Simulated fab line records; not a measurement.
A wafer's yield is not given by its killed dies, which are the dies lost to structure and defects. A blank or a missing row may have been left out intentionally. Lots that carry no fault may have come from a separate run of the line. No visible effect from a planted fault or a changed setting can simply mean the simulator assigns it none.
fab line records	flow berkeley-cmos170	part 1 of 2: steps 1 to 26 of 37
[record] lots = 5	wafers = 15	last-day = 11
route steps=331 shown NWELL@26 PWELL@34 WELLDRIVE@55 ACTIVE@60
lots untouched by any fault: they come from a run of this same line in which no faults occurred
start-h: the number of hours between the record's first day and the start of the first shown wafer of the lot	wait-h: time in hours since the lot's previous step	" unchanged from the row above	L1.1+2: one row covering several wafers at once	- no value present, or no start provided	* or withheld: withheld	< > ~ a bound
route shown NAME@n: names a module that has steps shown in the file, with the first one's number in the route	usual: mean and standard deviation over wafers with no fault	same: alike in all rows	chamber/n: place in a boat	sites: the reading at each site	_std_site: standard deviation across them	_edge_site: mean of outer sites minus mean of inner sites	radius-mm: how far each site lies from the wafer's centre	mask NAME#n: copy n	behind: the tool/chamber that last shaped the wafer	hold: reason for holding the lot/hours on hold/outcome of the hold	device: the n, p or np transistor that did not switch	end of line: the route-end tests of the same wafers	for a step that has no rows: nothing shown but its recipe	killed: not the wafer's yield, but the dies lost to structure and defects at the first sort	map: shows each die of a wafer: x if killed, . if not, _ if none is there
set.NAME: the setting that was run; set.NAME@STEP: the one run at that earlier step	model.NAME: the simulator's own value behind a step, which no gauge read
certain route steps with their lots: each step a table, each wafer a row
services: a tool's chamber out of use, with start hour (start-h, from the record's first day; less than 0 if before it), hours out, and reason
[[steps]]
[step UCB170_NWELL_OVL_MEAS_12]
[usual] NWELL_OVL = 2/5.1
lot.wafer	tool	chamber	start-h	wait-h	NWELL_OVL[nm]
L075.1	overlay-02	-	33.10	-	4
L075.2	"	-	"	"	5
L075.4	"	-	"	"	1
L080.3	overlay-02	-	70.54	-	4
L080.4	"	-	"	"	-1
L080.6	"	-	"	"	-5
L086.1	overlay-02	-	83.01	-	5
L086.5	"	-	"	"	4
L086.6	"	-	"	"	-2
L092.2	overlay-02	-	119.41	-	6
L092.3	"	-	"	"	4
L092.6	"	-	"	"	9
L097.1	overlay-01	-	141.89	-	3
L097.2	"	-	"	"	0
L097.4	"	-	"	"	-6
[step UCB170_NWELL_ETCH_13]
[recipe] chemistry = CH3F/Ar/O2	target = Si3N4	stop-on = SiO2	CH3F_flow_sccm = 20	Ar_flow_sccm = 50	O2_flow_sccm = 7	pressure-mtorr = 50	rf-w = 450	target-depth-a = 2464	over-etch-frac = 0.1	time-s = 154
[usual] drypump-motor-current-A = 5.8/0.59	oes-product-au = 0.942/0.01	throttle-valve-pct = 8.01/0.14
[same] over-etch-frac = 0.1
lot.wafer	tool	chamber	start-h	wait-h	drypump-motor-current-A	oes-product-au	rf-hours-counter-h	throttle-valve-pct
L075.1	rie-diel-02	3	33.14	0.0	4.9	0.950	35	8.12
L075.2	"	0	"	"	5.8	0.954	94	8.10
L075.4	"	1	"	"	5.2	0.922	141	7.84
L080.3	rie-diel-02	2	70.56	0.0	6.6	0.949	67	8.03
L080.4	"	1	"	"	5.3	0.936	141	7.84
L080.6	"	0	"	"	5.8	0.953	-	8.10
L086.1	rie-diel-01	0	83.05	0.0	5.4	0.957	101	7.95
L086.5	"	2	"	"	6.6	0.940	-	7.76
L086.6	"	3	"	"	4.7	0.961	-	8.17
L092.2	rie-diel-01	3	119.44	0.0	4.7	0.959	126	8.16
L092.3	"	0	"	"	5.4	0.965	103	7.94
L092.6	"	1	"	"	5.9	0.943	-	8.01
L097.1	rie-diel-01	2	141.93	0.0	6.6	0.944	56	7.74
L097.2	"	3	"	"	4.7	0.955	127	8.17
L097.4	"	0	"	"	5.4	0.963	104	7.95
[step UCB170_NWELL_IMPLANT_14]
[recipe] species = P	dose-cm2 = 1e+13	energy-kev = 150	tilt-deg = 7
[usual] beam-energy-keV = 150.00/0.042	beam-on-s = 9.99/0.21
lot.wafer	tool	chamber	start-h	wait-h	beam-energy-keV	beam-on-s
L075.1	implanter-04	0	33.24	0.1	150.03	9.87
L075.2	"	0	"	"	149.96	10.23
L075.4	"	0	"	"	149.95	9.48
L080.3	implanter-04	0	70.71	0.1	150.05	10.10
L080.4	"	0	"	"	150.00	10.05
L080.6	"	0	"	"	150.03	10.26
L086.1	implanter-04	0	83.15	0.1	150.06	10.19
L086.5	"	0	"	"	150.02	10.13
L086.6	"	0	"	"	150.04	9.44
L092.2	implanter-01	0	119.57	0.1	149.98	9.93
L092.3	"	0	"	"	149.99	9.71
L092.6	"	0	"	"	149.99	10.22
L097.1	implanter-01	0	142.03	0.1	149.97	10.26
L097.2	"	0	"	"	150.02	10.11
L097.4	"	0	"	"	150.01	10.02
[step UCB170_NWELL_STRIP_15]
[recipe] chemistry = O2	power-w = 400	pressure-mtorr = 3500	platen-temp-c = withheld	o2-flow-sccm = 400	overash-fraction = 0.5
[usual] drypump-motor-current-A = 5.6/0.32	oes-product-au = 0.721/0.0043	strip-time-to-endpoint-s = 18.01/0.088
lot.wafer	tool	chamber	start-h	wait-h	drypump-motor-current-A	oes-product-au	rf-hours-counter-h	strip-time-to-endpoint-s
L075.1	plasma-asher-01	0	33.39	0.1	5.9	0.710	33	17.90
L075.2	"	1	"	"	5.6	0.730	33	17.93
L075.4	"	0	"	"	5.9	0.720	-	17.95
L080.3	plasma-asher-01	1	70.85	0.1	5.6	0.727	-	17.89
L080.4	"	0	"	"	5.9	0.718	-	17.85
L080.6	"	1	"	"	5.6	0.719	-	17.95
L086.1	plasma-asher-03	1	83.30	0.1	5.7	0.722	29	17.99
L086.5	"	0	"	"	6.2	0.725	-	17.98
L086.6	"	1	"	"	5.7	0.723	-	17.98
L092.2	plasma-asher-02	1	119.69	0.1	5.3	0.721	40	18.14
L092.3	"	0	"	"	5.3	0.719	-	18.04
L092.6	"	1	"	"	5.3	0.713	-	18.10
L097.1	plasma-asher-01	0	142.18	0.1	5.9	0.710	3	17.98
L097.2	"	1	"	"	5.6	0.722	3	17.92
L097.4	"	1	"	"	5.6	0.722	-	17.98
[step UCB170_NWELL_TW_MEAS_16]
[usual] NWELL_TW = 1252/6.4
lot.wafer	tool	chamber	start-h	wait-h	NWELL_TW
L075.1	film-metro-01	-	33.49	0.1	1262
L075.2	"	-	"	"	1265
L075.4	"	-	"	"	1256
L080.3	film-metro-04	-	70.93	0.1	1247
L080.4	"	-	"	"	1241
L080.6	"	-	"	"	1248
L086.1	film-metro-04	-	83.40	0.1	1244
L086.5	"	-	"	"	1251
L086.6	"	-	"	"	1247
L092.2	film-metro-04	-	119.80	0.1	1249
L092.3	"	-	"	"	1258
L092.6	"	-	"	"	1251
L097.1	film-metro-02	-	142.28	0.1	1253
L097.2	"	-	"	"	1264
L097.4	"	-	"	"	1251
[step UCB170_NWELL_CLEAN_17]
[recipe] chemistry = SPM	temp-c = 120	time-s = 600
[usual] bath-guard-temp-C = 119.7/0.61
lot.wafer	tool	chamber	start-h	wait-h	bath-guard-temp-C
L075.1	wet-bench-03	0	34.29	0.8	120.4
L075.2	"	0	"	"	120.8
L075.4	"	0	"	"	120.7
L080.3	wet-bench-01	0	70.97	0.0	119.5
L080.4	"	0	"	"	119.6
L080.6	"	0	"	"	119.7
L086.1	wet-bench-02	0	83.58	0.2	119.0
L086.5	"	0	"	"	119.4
L086.6	"	0	"	"	119.0
L092.2	wet-bench-01	2	119.85	0.0	120.3
L092.3	"	2	"	"	119.9
L092.6	"	2	"	"	119.9
L097.1	wet-bench-01	1	142.34	0.1	119.3
L097.2	"	1	"	"	119.9
L097.4	"	1	"	"	119.6
[step UCB170_NWELL_WET_ETCH_18]
[recipe] chemistry = H3PO4	target = Si3N4	temp-c = 160	time-s = 14400
[usual] bath-guard-temp-C = 159.7/0.57
lot.wafer	tool	chamber	start-h	wait-h	bath-guard-temp-C
L075.1	wet-bench-03	2	34.46	0.0	159.0
L075.2	"	2	"	"	158.9
L075.4	"	2	"	"	159.0
L080.3	wet-bench-03	3	71.15	0.0	159.7
L080.4	"	3	"	"	159.3
L080.6	"	3	"	"	159.3
L086.1	wet-bench-01	1	84.37	0.6	159.5
L086.5	"	1	"	"	159.7
L086.6	"	1	"	"	160.1
L092.2	wet-bench-03	3	120.04	0.0	159.7
L092.3	"	3	"	"	159.5
L092.6	"	3	"	"	159.5
L097.1	wet-bench-02	3	142.52	0.0	160.3
L097.2	"	3	"	"	159.7
L097.4	"	3	"	"	160.0
[step UCB170_NWELL_WET_ETCH_19]
[recipe] chemistry = BOE	dilution = 5:1	target = SiO2	temp-c = 25	time-s = 22
lot.wafer	tool	chamber	start-h	wait-h
L075.1+2+4	wet-bench-03	1	38.47	0.0
L080.3+4+6	wet-bench-02	1	75.72	0.2
L086.1+5+6	wet-bench-01	3	88.74	0.0
L092.2+3+6	wet-bench-02	1	124.33	0.3
L097.1+2+4	wet-bench-02	1	146.94	0.4
[step UCB170_PWELL_CLEAN_00]
[recipe] chemistry = SPM	temp-c = 120	time-s = 600
[usual] bath-guard-temp-C = 119.6/0.57
lot.wafer	tool	chamber	start-h	wait-h	bath-guard-temp-C
L075.1	wet-bench-03	1	38.48	0.0	118.6
L075.2	"	1	"	"	118.8
L075.4	"	1	"	"	118.5
L080.3	wet-bench-03	0	75.87	0.1	120.5
L080.4	"	0	"	"	120.6
L080.6	"	0	"	"	120.7
L086.1	wet-bench-01	2	88.75	0.0	119.8
L086.5	"	2	"	"	120.2
L086.6	"	2	"	"	120.0
L092.2	wet-bench-03	0	124.43	0.1	120.5
L092.3	"	0	"	"	120.7
L092.6	"	0	"	"	120.7
L097.1	wet-bench-01	1	147.01	0.1	119.9
L097.2	"	1	"	"	119.9
L097.4	"	1	"	"	120.1
[step UCB170_PWELL_CLEAN_01]
[recipe] chemistry = dHF	dilution = 25:1	time-s = 60
lot.wafer	tool	chamber	start-h	wait-h
L075.1+2+4	wet-bench-02	3	38.66	0.0
L080.3+4+6	wet-bench-03	0	76.22	0.2
L086.1+5+6	wet-bench-01	0	88.94	0.0
L092.2+3+6	wet-bench-02	3	124.77	0.2
L097.1+2+4	wet-bench-02	2	147.19	0.0
[step UCB170_PWELL_OXIDATION_02]
[recipe] temp-c = 1000	ambient = O2	target-thk-a = 264	ox-time-s = 1260
[usual] ox-temp-c-max = 1006.6/1.2	spike-tc-centre-C = 1001.2/0.98
[same] ox-time-s = 1260
lot.wafer	tool	chamber	start-h	wait-h	ox-temp-c-max	spike-tc-centre-C
L075.1	furnace-03	0	43.71	5.0	1005.4	1001.8
L075.2	"	0	"	"	1006.2	1001.9
L075.4	"	0	"	"	1004.4	999.8
L080.3	furnace-04	0	76.69	0.4	1006.0	1000.1
L080.4	"	0	"	"	1007.1	1000.4
L080.6	"	0	"	"	1006.1	1001.6
L086.1	furnace-04	0	90.74	1.8	1005.1	1000.4
L086.5	"	0	"	"	1010.2	1003.3
L086.6	"	0	"	"	1006.5	1002.4
L092.2	furnace-04	0	125.83	1.0	1004.9	1000.7
L092.3	"	0	"	"	1005.7	1001.0
L092.6	"	0	"	"	1007.8	1001.4
L097.1	furnace-03	0	149.29	2.1	1006.2	1001.1
L097.2	"	0	"	"	1006.0	1000.8
L097.4	"	0	"	"	1005.0	1000.8
[step UCB170_PWELL_THK_MEAS_03]
[recipe] reads = SiO2_of_PWELL_OXIDATION_02
[usual] PWELL_OXIDE_THK = 26.5/0.4
lot.wafer	tool	chamber	start-h	wait-h	PWELL_OXIDE_THK[nm]
L075.1	film-metro-03	-	45.06	0.0	26.5
L075.2	"	-	"	"	26.6
L075.4	"	-	"	"	26.2
L080.3	film-metro-03	-	78.06	0.0	27.3
L080.4	"	-	"	"	26.8
L080.6	"	-	"	"	26.8
L086.1	film-metro-03	-	92.15	0.1	27.0
L086.5	"	-	"	"	26.8
L086.6	"	-	"	"	27.1
L092.2	film-metro-01	-	127.25	0.1	26.3
L092.3	"	-	"	"	26.4
L092.6	"	-	"	"	26.4
L097.1	film-metro-01	-	150.64	0.0	26.1
L097.2	"	-	"	"	26.3
L097.4	"	-	"	"	26.4
[step UCB170_PWELL_ANNEAL_04]
[recipe] temp-c = 1000	time-s = 900	ambient = N2
[usual] spike-tc-centre-C = 1001.5/0.95
lot.wafer	tool	chamber	start-h	wait-h	spike-tc-centre-C
L075.1	furnace-03	0	48.81	3.7	1001.8
L075.2	"	0	"	"	1001.1
L075.4	"	0	"	"	1002.8
L080.3	furnace-02	0	78.38	0.3	1001.0
L080.4	"	0	"	"	1002.3
L080.6	"	0	"	"	1002.6
L086.1	furnace-02	0	95.47	3.3	1000.8
L086.5	"	0	"	"	1002.5
L086.6	"	0	"	"	1002.9
L092.2	furnace-04	0	129.88	2.6	1001.1
L092.3	"	0	"	"	1000.9
L092.6	"	0	"	"	1000.5
L097.1	furnace-03	0	151.89	1.2	1001.8
L097.2	"	0	"	"	1000.3
L097.4	"	0	"	"	1001.4
[step UCB170_PWELL_CVD_05]
[recipe] material = Si3N4	target-thk-nm = 220	temp-c = 800	precursor = SiH2Cl2/NH3	time-s = 3300	pressure-mtorr = 200	sih2cl2-flow-sccm = 25	nh3-flow-sccm = 75
[usual] spike-tc-centre-C = 802.8/0.96
lot.wafer	tool	chamber	start-h	wait-h	spike-tc-centre-C
L075.1	lpcvd-02	1	50.06	0.0	802.3
L075.2	"	1	"	"	801.7
L075.4	"	1	"	"	801.9
L080.3	lpcvd-01	1	79.63	0.0	803.5
L080.4	"	1	"	"	803.7
L080.6	"	1	"	"	802.1
L086.1	lpcvd-01	1	96.72	0.0	801.4
L086.5	"	1	"	"	802.4
L086.6	"	1	"	"	803.3
L092.2	lpcvd-01	1	131.13	0.0	802.1
L092.3	"	1	"	"	802.7
L092.6	"	1	"	"	802.1
L097.1	lpcvd-01	0	153.14	0.0	801.9
L097.2	"	0	"	"	803.2
L097.4	"	0	"	"	803.5
[step UCB170_PWELL_THK_MEAS_06]
[recipe] reads = Si3N4_of_PWELL_CVD_05
[usual] PWELL_NITRIDE_THK = 220.0/1.7
lot.wafer	tool	chamber	start-h	wait-h	PWELL_NITRIDE_THK[nm]
L075.1	film-metro-03	-	51.97	0.0	219.2
L075.2	"	-	"	"	219.1
L075.4	"	-	"	"	221.0
L080.3	film-metro-03	-	81.57	0.0	221.2
L080.4	"	-	"	"	220.8
L080.6	"	-	"	"	219.7
L086.1	film-metro-02	-	98.64	0.0	220.8
L086.5	"	-	"	"	220.0
L086.6	"	-	"	"	220.2
L092.2	film-metro-01	-	133.06	0.0	220.0
L092.3	"	-	"	"	219.6
L092.6	"	-	"	"	219.7
L097.1	film-metro-03	-	155.06	0.0	218.5
L097.2	"	-	"	"	217.5
L097.4	"	-	"	"	218.1
[step UCB170_PWELL_HMDS_07]
[recipe] prime-time-s = 60	prime-temp-c = 100
[same] prime-time-s = 60
lot.wafer	tool	chamber	start-h	wait-h
L075.1+2+4	litho-track-03	0	52.49	0.5
L080.3+4+6	litho-track-03	0	82.09	0.5
L086.1+5+6	litho-track-02	0	98.75	0.1
L092.2+3+6	litho-track-01	0	133.27	0.2
L097.1+2+4	litho-track-01	0	155.12	0.1
[step UCB170_PWELL_COAT_08]
[recipe] resist = KrF	spin-rpm = 1500	resist-thk-nm = 900
lot.wafer	tool	chamber	start-h	wait-h
L075.1+2+4	litho-track-03	0	52.64	0.1
L080.3+4+6	litho-track-03	0	82.24	0.1
L086.1+5+6	litho-track-02	0	98.90	0.1
L092.2+3+6	litho-track-01	0	133.42	0.1
L097.1+2+4	litho-track-01	0	155.27	0.1
[step UCB170_PWELL_SOFTBAKE_09]
[recipe] resist = KrF	temp-c = 130	time-s = 60
lot.wafer	tool	chamber	start-h	wait-h
L075.1+2+4	litho-track-03	0	52.79	0.1
L080.3+4+6	litho-track-03	0	82.39	0.1
L086.1+5+6	litho-track-02	0	99.05	0.1
L092.2+3+6	litho-track-01	0	133.57	0.1
L097.1+2+4	litho-track-01	0	155.42	0.1
[step UCB170_PWELL_EXPOSE_10]
[recipe] mask-id = PWELL	target-cd-nm = 3000	na = 0.5	sigma-outer = 0.6	source-shape = conventional	dose-mj = 19
[usual] reticle-temp-C = 22.98/0.1
lot.wafer	tool	chamber	start-h	wait-h	mask	reticle-temp-C
L075.1	krf-scanner-01	0	53.11	0.3	PWELL#0	22.88
L075.2	"	0	"	"	PWELL#0	22.91
L075.4	"	0	"	"	PWELL#0	23.04
L080.3	krf-scanner-01	0	82.53	0.1	PWELL#0	22.91
L080.4	"	0	"	"	PWELL#0	23.02
L080.6	"	0	"	"	PWELL#0	22.90
L086.1	krf-scanner-02	0	99.39	0.3	PWELL#0	23.01
L086.5	"	0	"	"	PWELL#0	23.02
L086.6	"	0	"	"	PWELL#0	22.96
L092.2	krf-scanner-01	0	133.84	0.2	PWELL#0	22.99
L092.3	"	0	"	"	PWELL#0	23.01
L092.6	"	0	"	"	PWELL#0	23.07
L097.1	krf-scanner-01	0	155.70	0.2	PWELL#0	23.00
L097.2	"	0	"	"	PWELL#0	23.07
L097.4	"	0	"	"	PWELL#0	23.18
[step UCB170_PWELL_PEB_11]
[recipe] peb-temp-c = 130	peb-time-s = withheld	resist = KrF
lot.wafer	tool	chamber	start-h	wait-h
L075.1+2+4	litho-track-02	0	53.55	0.4
L080.3+4+6	litho-track-02	0	82.81	0.3
L086.1+5+6	litho-track-03	0	99.69	0.3
L092.2+3+6	litho-track-01	0	134.62	0.8
L097.1+2+4	litho-track-01	0	155.85	0.1
[step UCB170_PWELL_DEVELOP_12]
[recipe] developer = TMAH	develop-time-s = 45	resist = KrF	dev-temp-c = 21
lot.wafer	tool	chamber	start-h	wait-h
L075.1+2+4	litho-track-02	0	-	-
L080.3+4+6	litho-track-02	0	-	-
L086.1+5+6	litho-track-03	0	-	-
L092.2+3+6	litho-track-01	0	-	-
L097.1+2+4	litho-track-01	0	-	-
[step UCB170_PWELL_OVL_MEAS_13]
[usual] PWELL_OVL = 1/6.1
lot.wafer	tool	chamber	start-h	wait-h	PWELL_OVL[nm]
L075.1	overlay-01	-	53.82	-	10
L075.2	"	-	"	"	6
L075.4	"	-	"	"	3
L080.3	overlay-02	-	83.06	-	-12
L080.4	"	-	"	"	1
L080.6	"	-	"	"	2
L086.1	overlay-02	-	99.96	-	-2
L086.5	"	-	"	"	6
L086.6	"	-	"	"	3
L092.2	overlay-02	-	134.88	-	3
L092.3	"	-	"	"	-3
L092.6	"	-	"	"	-3
L097.1	overlay-02	-	156.12	-	-6
L097.2	"	-	"	"	8
L097.4	"	-	"	"	8
[step UCB170_PWELL_ETCH_14]
[recipe] chemistry = CH3F/Ar/O2	target = Si3N4	stop-on = SiO2	CH3F_flow_sccm = 20	Ar_flow_sccm = 50	O2_flow_sccm = 7	pressure-mtorr = 50	rf-w = 450	target-depth-a = 2420	over-etch-frac = 0.1	time-s = 151
[usual] drypump-motor-current-A = 5.6/0.53	oes-product-au = 0.943/0.0087	throttle-valve-pct = 8.00/0.13
[same] over-etch-frac = 0.1
lot.wafer	tool	chamber	start-h	wait-h	drypump-motor-current-A	oes-product-au	rf-hours-counter-h	throttle-valve-pct
L075.1	rie-diel-01	2	53.86	0.0	6.6	0.942	52	7.73
L075.2	"	1	"	"	5.9	0.942	7	8.00
L075.4	"	0	"	"	5.4	0.960	100	7.95
L080.3	rie-diel-04	2	83.08	0.0	5.9	0.942	10	7.86
L080.4	"	1	"	"	5.5	0.946	71	7.99
L080.6	"	2	"	"	6.0	0.942	-	7.85
L086.1	rie-diel-02	2	100.00	0.0	6.7	0.932	68	8.03
L086.5	"	2	"	"	6.7	0.941	-	8.04
L086.6	"	3	"	"	4.9	0.946	-	8.12
L092.2	rie-diel-01	3	134.91	0.0	4.7	0.951	126	8.15
L092.3	"	2	"	"	6.6	0.944	55	7.74
L092.6	"	1	"	"	6.0	0.935	-	8.01
L097.1	rie-diel-02	0	156.16	0.0	5.9	0.952	100	8.10
L097.2	"	1	"	"	5.2	0.930	146	7.83
L097.4	"	1	"	"	5.2	0.929	-	7.85
[step UCB170_PWELL_IMPLANT_15]
[recipe] species = B	dose-cm2 = 5e+12	energy-kev = 60	tilt-deg = 7
[usual] beam-energy-keV = 60.000/0.018	beam-on-s = 10.01/0.19
lot.wafer	tool	chamber	start-h	wait-h	beam-energy-keV	beam-on-s
L075.1	implanter-01	0	53.96	0.1	59.988	9.82
L075.2	"	0	"	"	59.965	9.69
L075.4	"	0	"	"	59.972	10.08
L080.3	implanter-03	0	83.23	0.1	60.005	10.06
L080.4	"	0	"	"	59.969	9.84
L080.6	"	0	"	"	60.013	9.92
L086.1	implanter-01	0	100.10	0.1	59.999	9.88
L086.5	"	0	"	"	60.002	10.29
L086.6	"	0	"	"	59.984	9.95
L092.2	implanter-03	0	135.03	0.1	59.986	10.00
L092.3	"	0	"	"	59.990	9.98
L092.6	"	0	"	"	60.008	9.78
L097.1	implanter-03	0	156.26	0.1	60.014	9.62
L097.2	"	0	"	"	59.993	10.28
L097.4	"	0	"	"	59.996	10.19
[step UCB170_PWELL_STRIP_16]
[recipe] chemistry = O2	power-w = 400	pressure-mtorr = 3500	platen-temp-c = withheld	o2-flow-sccm = 400	overash-fraction = 0.5
[usual] drypump-motor-current-A = 5.87/0.2	oes-product-au = 0.721/0.004	strip-time-to-endpoint-s = 18.11/0.086
lot.wafer	tool	chamber	start-h	wait-h	drypump-motor-current-A	oes-product-au	rf-hours-counter-h	strip-time-to-endpoint-s
L075.1	plasma-asher-03	0	54.11	0.1	6.17	0.712	27	18.22
L075.2	"	1	"	"	5.74	0.724	27	18.14
L075.4	"	0	"	"	6.16	0.720	-	18.17
L080.3	plasma-asher-04	0	83.37	0.1	6.04	0.723	-	18.24
L080.4	"	1	"	"	5.83	0.725	-	18.02
L080.6	"	0	"	"	6.04	0.724	-	18.13
L086.1	plasma-asher-01	0	100.25	0.1	5.92	0.727	39	18.23
L086.5	"	0	"	"	5.91	0.715	-	18.25
L086.6	"	1	"	"	5.57	0.723	-	18.19
L092.2	plasma-asher-04	1	135.16	0.1	5.86	0.722	44	18.11
L092.3	"	0	"	"	6.05	0.719	-	18.23
L092.6	"	1	"	"	5.86	0.718	-	18.18
L097.1	plasma-asher-03	0	156.41	0.1	6.14	0.716	38	18.07
L097.2	"	1	"	"	5.69	0.719	38	18.14
L097.4	"	0	"	"	6.14	0.721	-	18.08
[step UCB170_PWELL_TW_MEAS_17]
[usual] PWELL_TW = 382.2/2.9
lot.wafer	tool	chamber	start-h	wait-h	PWELL_TW
L075.1	film-metro-01	-	54.21	0.1	381.3
L075.2	"	-	"	"	381.7
L075.4	"	-	"	"	383.2
L080.3	film-metro-02	-	83.45	0.1	379.0
L080.4	"	-	"	"	380.7
L080.6	"	-	"	"	381.3
L086.1	film-metro-03	-	100.35	0.1	383.3
L086.5	"	-	"	"	383.5
L086.6	"	-	"	"	384.8
L092.2	film-metro-03	-	135.27	0.1	387.6
L092.3	"	-	"	"	389.0
L092.6	"	-	"	"	388.0
L097.1	film-metro-01	-	156.51	0.1	384.2
L097.2	"	-	"	"	383.4
L097.4	"	-	"	"	382.5
